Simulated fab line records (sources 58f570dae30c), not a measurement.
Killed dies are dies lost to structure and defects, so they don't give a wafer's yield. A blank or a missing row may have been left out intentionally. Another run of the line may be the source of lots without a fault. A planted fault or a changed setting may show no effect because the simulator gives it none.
Which of the tools did it? | flow berkeleyCmos170 | 42 wafers from 14 lots sampled at 6 of the route's 331 steps

## WHAT EACH GAUGE READ, for each wafer
UCB170_NWELL_TW_MEAS_16.
lot  | measured    | on           | NWELL_TW
L551 | day 2 06:41 | filmMetro-04 | 1243 1243 1240
L552 | day 2 11:33 | filmMetro-01 | 1269 1263 1262
L555 | day 3 01:16 | filmMetro-01 | 1250 1254 1254
L554 | day 3 01:30 | filmMetro-03 | 1259 1259 1255
L557 | day 3 12:22 | filmMetro-04 | 1248 1247 1248
L563 | day 4 12:21 | filmMetro-03 | 1264 1259 1261
L564 | day 4 19:52 | filmMetro-03 | 1259 1254 1260
L565 | day 5 05:01 | filmMetro-01 | 1251 1260 1259
L566 | day 5 11:14 | filmMetro-04 | 1238 1239 1243
L568 | day 5 20:40 | filmMetro-01 | 1255 1259 1251
L571 | day 6 13:54 | filmMetro-03 | 1250 1258 1261
L572 | day 6 16:32 | filmMetro-03 | 1262 1263 1260
L573 | day 6 19:29 | filmMetro-01 | 1258 1262 1268
L574 | day 7 03:47 | filmMetro-04 | 1237 1242 1235

UCB170_PSD_TW_MEAS_10.
lot  | measured     | on           | PSD_TW
L551 | day 6 09:35  | filmMetro-01 | 2331 2331 2333
L552 | day 7 00:04  | filmMetro-04 | 2285 2310 2300
L555 | day 7 06:41  | filmMetro-01 | 2343 2344 2333
L554 | day 7 06:48  | filmMetro-04 | 2303 2294 2304
L557 | day 7 18:33  | filmMetro-01 | 2328 2333 2328
L563 | day 8 16:57  | filmMetro-02 | 2333 2349 2340
L564 | day 8 16:21  | filmMetro-02 | 2333 2331 2334
L565 | day 9 13:48  | filmMetro-02 | 2332 2328 2336
L566 | day 9 17:43  | filmMetro-01 | 2320 2326 2337
L568 | day 9 22:35  | filmMetro-02 | 2331 2342 2338
L571 | day 10 22:27 | filmMetro-01 | 2341 2349 2340
L572 | day 10 22:53 | filmMetro-01 | 2335 2341 2352
L573 | day 10 22:33 | filmMetro-04 | 2320 2318 2318
L574 | day 11 09:43 | filmMetro-04 | 2328 2311 2299

UCB170_SILICIDE_RS_MEAS_02: a four-point-probe measurement.
lot  | measured     | on           | SILICIDE_TI_RS (ohm/sq)
L551 | day 6 14:25  | filmMetro-03 | 26.9 25.7 26.8
L552 | day 7 03:22  | filmMetro-03 | 25.6 26.8 26.3
L555 | day 7 10:17  | filmMetro-03 | 19.4 26.2 25.9
L554 | day 7 10:39  | filmMetro-03 | 27.3 27.1 26.6
L557 | day 7 23:42  | filmMetro-03 | 25.8 19.6 26.1
L563 | day 8 22:09  | filmMetro-03 | 26.7 26.6 26.7
L564 | day 8 21:59  | filmMetro-03 | 26.2 26.1 26.4
L565 | day 9 17:17  | filmMetro-04 | 26.7 26.1 26.0
L566 | day 9 21:03  | filmMetro-03 | 26.6 26.8 27.1
L568 | day 10 05:01 | filmMetro-04 | 26.0 26.9 26.0
L571 | day 11 03:32 | filmMetro-03 | 26.9 27.0 27.1
L572 | day 11 04:44 | filmMetro-03 | 26.6 26.5 26.6
L573 | day 11 04:13 | filmMetro-04 | 26.3 26.5 26.5
L574 | day 11 15:09 | filmMetro-03 | 26.2 25.9 26.7

UCB170_SILICIDE_THK_MEAS_03: measures by xrf.
lot  | measured     | on           | SILICIDE_TI_THK (nm)
L551 | day 6 14:31  | filmMetro-03 | 29.2 30.1 29.1
L552 | day 7 03:29  | filmMetro-03 | 30.3 29.3 29.6
L555 | day 7 10:23  | filmMetro-03 | 38.7 29.8 30.1
L554 | day 7 10:46  | filmMetro-03 | 28.6 28.9 29.5
L557 | day 7 23:49  | filmMetro-03 | 30.3 38.2 29.7
L563 | day 8 22:15  | filmMetro-03 | 29.2 29.3 29.2
L564 | day 8 22:05  | filmMetro-03 | 29.4 29.7 29.4
L565 | day 9 17:23  | filmMetro-04 | 29.4 29.7 30.0
L566 | day 9 21:08  | filmMetro-03 | 29.1 28.9 28.6
L568 | day 10 05:07 | filmMetro-04 | 29.9 29.1 29.9
L571 | day 11 03:38 | filmMetro-03 | 28.9 28.8 28.8
L572 | day 11 04:50 | filmMetro-03 | 29.2 29.2 29.1
L573 | day 11 04:19 | filmMetro-04 | 29.9 29.7 29.6
L574 | day 11 15:16 | filmMetro-03 | 29.8 29.9 29.1

## TOOL THAT RAN EACH LOT (tool first, then ch and the chambers of the sampled wafers, then the start)
lot  | UCB170_NLDD_STRIP_10                | UCB170_SILICIDE_SPUTTER_01
L551 | plasmaAsher-02 ch 0,1, day 6 04:01  | pvdSputter-02, day 6 14:21
L552 | plasmaAsher-01 ch 0,1, day 6 14:14  | pvdSputter-02, day 7 03:20
L555 | plasmaAsher-02 ch 1, day 7 02:07    | pvdSputter-02, day 7 10:14
L554 | plasmaAsher-03 ch 0,1, day 7 01:09  | pvdSputter-03, day 7 10:36
L557 | plasmaAsher-01 ch 0,1, day 7 13:21  | pvdSputter-02, day 7 23:40
L563 | plasmaAsher-03 ch 0,1, day 8 09:47  | pvdSputter-03, day 8 22:02
L564 | plasmaAsher-03 ch 0,1, day 8 09:40  | pvdSputter-01, day 8 21:54
L565 | plasmaAsher-02 ch 0,1, day 9 08:20  | pvdSputter-03, day 9 17:14
L566 | plasmaAsher-01 ch 0,1, day 9 12:29  | pvdSputter-01, day 9 20:58
L568 | plasmaAsher-02 ch 0,1, day 9 16:23  | pvdSputter-02, day 10 04:56
L571 | plasmaAsher-03 ch 0,1, day 10 15:11 | pvdSputter-01, day 11 03:26
L572 | plasmaAsher-01 ch 0,1, day 10 15:33 | pvdSputter-01, day 11 04:40
L573 | plasmaAsher-03 ch 0,1, day 10 15:47 | pvdSputter-02, day 11 04:09
L574 | plasmaAsher-03 ch 0,1, day 11 03:55 | pvdSputter-03, day 11 15:04
- UCB170_NLDD_STRIP_10: strips in O2.
- UCB170_SILICIDE_SPUTTER_01: material Ti, target thk 30 nm, time 24.56 s.

## WHAT THE TOOLS THEMSELVES READ (means of the sampled wafers that have a number; where no wafer has one, the mark that the record gives instead)
UCB170_NLDD_STRIP_10.
lot  | tool           | drypumpMotorCurrentA (A) | oesProductAu (a.u.) | stripTimeToEndpointS (s)
L551 | plasmaAsher-02 | 5.7                      | 0.733               | 21.62
L552 | plasmaAsher-01 | 5.7                      | 0.733               | 21.64
L555 | plasmaAsher-02 | 5.7                      | 0.737               | 21.68
L554 | plasmaAsher-03 | 5.4                      | 0.733               | 21.58
L557 | plasmaAsher-01 | 6.1                      | 0.732               | 21.62
L563 | plasmaAsher-03 | 5.4                      | 0.732               | 21.62
L564 | plasmaAsher-03 | 5.4                      | 0.735               | 21.70
L565 | plasmaAsher-02 | 5.7                      | 0.733               | 21.54
L566 | plasmaAsher-01 | 6.1                      | 0.733               | 21.60
L568 | plasmaAsher-02 | 5.7                      | 0.735               | 21.69
L571 | plasmaAsher-03 | 5.4                      | 0.735               | 21.59
L572 | plasmaAsher-01 | 5.7                      | 0.733               | 21.63
L573 | plasmaAsher-03 | 5.5                      | 0.733               | 21.62
L574 | plasmaAsher-03 | 5.5                      | 0.736               | 21.61

UCB170_SILICIDE_SPUTTER_01.
lot  | tool          | throttleValvePct (%)
L551 | pvdSputter-02 | 28.6
L552 | pvdSputter-02 | 30.3
L555 | pvdSputter-02 | 30.5
L554 | pvdSputter-03 | 30.4
L557 | pvdSputter-02 | 30.4
L563 | pvdSputter-03 | 30.7
L564 | pvdSputter-01 | 30.2
L565 | pvdSputter-03 | 30.4
L566 | pvdSputter-01 | 30.2
L568 | pvdSputter-02 | 28.7
L571 | pvdSputter-01 | 30.5
L572 | pvdSputter-01 | 30.4
L573 | pvdSputter-02 | 30.5
L574 | pvdSputter-03 | 30.3

## THE ANSWER, worked out from the rows above alone
Rule: the usual values come from the lots themselves. Put in order of their means at a reading, lots are off if they are a third of the lots or fewer, leave a main group of 4 or more, and stand apart from it by a gap of 3 or more times the standard deviation of the main group's means; of several such gaps the widest counts. Not used: any main group whose means are identical at the precision the tables above print for the reading. Also off: a lot with no number at a reading for which 4 or more lots have one. Where the step has rows for the other lots, those lots are counted as sound. First the gauges in route order, then the tools' own readings, where a lot's mean is used as printed above. At the first step where some lot is off, the reading lying furthest off is the one used; lots without a number count as furthest.
Off: L555, L557, seen at UCB170_SILICIDE_RS_MEAS_02 (SILICIDE_TI_RS). Main group: mean 26.5 ohm/sq, sd 0.28.
If a tool, at a process step before that reading, ran all the lots that are off and no sound lot after the first of them, it fits. The gauges at UCB170_SILICIDE_RS_MEAS_02 are tried like those tools. None of those tried fits.

## WHAT THE SIMULATOR PUT IN
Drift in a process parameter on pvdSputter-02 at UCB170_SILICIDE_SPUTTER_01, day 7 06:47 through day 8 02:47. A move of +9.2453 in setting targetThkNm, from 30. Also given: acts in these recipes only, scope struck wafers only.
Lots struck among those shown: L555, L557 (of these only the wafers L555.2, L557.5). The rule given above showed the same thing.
